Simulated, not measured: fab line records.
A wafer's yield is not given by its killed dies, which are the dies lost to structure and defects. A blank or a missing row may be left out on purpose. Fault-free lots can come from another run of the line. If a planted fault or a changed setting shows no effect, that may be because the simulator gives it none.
Problem report, 8D (eight disciplines) form, completed by code | flow rit-cmos | the parts of the form that need people (team, actions taken, sign-off) are left out

== 1. WHAT IS WRONG ==
Wafers without a fault read 249.93, standard deviation 0.24; exposure-dose-mJ-cm2 at RIT_M1_EXPOSE_06 reads a mean of 251.70 on 6 wafers belonging to 2 lots. That puts it +7.4 standard deviations away from the usual mean.
The step: exposes mask M12, target cd 2600 nm.
First seen on wafer L730.2, day 8 02:22, on iline-stepper-01. Wafers with a number at this step in the record: 42, from 14 lots. Rule for "out", or "out of limits": more than 4 standard deviations from the usual mean. The rest of the wafers with a number are treated as sound.

== 2. WHAT IT IS; WHAT IT IS NOT ==
question                    | is                     | is not
which readings at this step | exposure-dose-mJ-cm2   | reticle-temp-C
which lots                  | L730, L731             | L708, L710, L712, L713, L715, L717, L719, L720, L721, L723, L724, L725
which wafers of those lots  | all that have a number | -
read on which tools         | iline-stepper-01       | iline-stepper-02
when                        | from day 8 02:22       | up to then (36 sound wafers)

== 3. THE SUSPECTS, EACH WITH WHAT RULES IT OUT ==
Counting: a tool stays on the suspect list if, at a process step up to the reading, it processed all lots that are out and no sound lot following the first of them.
- iline-stepper-01 at RIT_M1_EXPOSE_06 (exposes mask M12, target cd 2600 nm): kept. It ran every lot that is out, first L730 (day 8 02:22), and no sound lot after that; its last sound lot up to then is L725 (day 6 21:25). On those wafers its own readings are out: exposure-dose-mJ-cm2.
Remaining after the count: iline-stepper-01 at RIT_M1_EXPOSE_06.

== 4. THE CAUSE (what the simulator had put in) ==
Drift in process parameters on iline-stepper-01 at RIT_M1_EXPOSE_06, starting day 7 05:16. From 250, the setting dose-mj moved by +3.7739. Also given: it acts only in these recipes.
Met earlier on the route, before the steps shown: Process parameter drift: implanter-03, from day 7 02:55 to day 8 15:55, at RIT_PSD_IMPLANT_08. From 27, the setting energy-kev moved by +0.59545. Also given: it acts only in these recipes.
The count eliminated every tool but this one.

== 5. THE EFFECT CHAIN, in route order ==
Each row: a reading whose mean over the struck wafers that have a number lies more than 3 standard deviations from the usual. Only readings for which the record gives a usual standard deviation are gone through. hours: the time from each lot's start at the first step in this table that gives one to its start at this step, as a median over the lots. sigmas: the change in usual standard deviations.
hours | step             | reading              | usual  | on struck wafers | change | sigmas
0     | RIT_M1_EXPOSE_06 | exposure-dose-mJ-cm2 | 249.93 | 251.70           | +1.77  | +7.4
Its process steps:
- RIT_M1_EXPOSE_06: exposes mask M12, target cd 2600 nm.

== 6. HOW IT WOULD HAVE BEEN CAUGHT EARLIER ==
First out-of-limits reading in this record: day 8 02:22, which is 21 hours after fault onset at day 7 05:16.
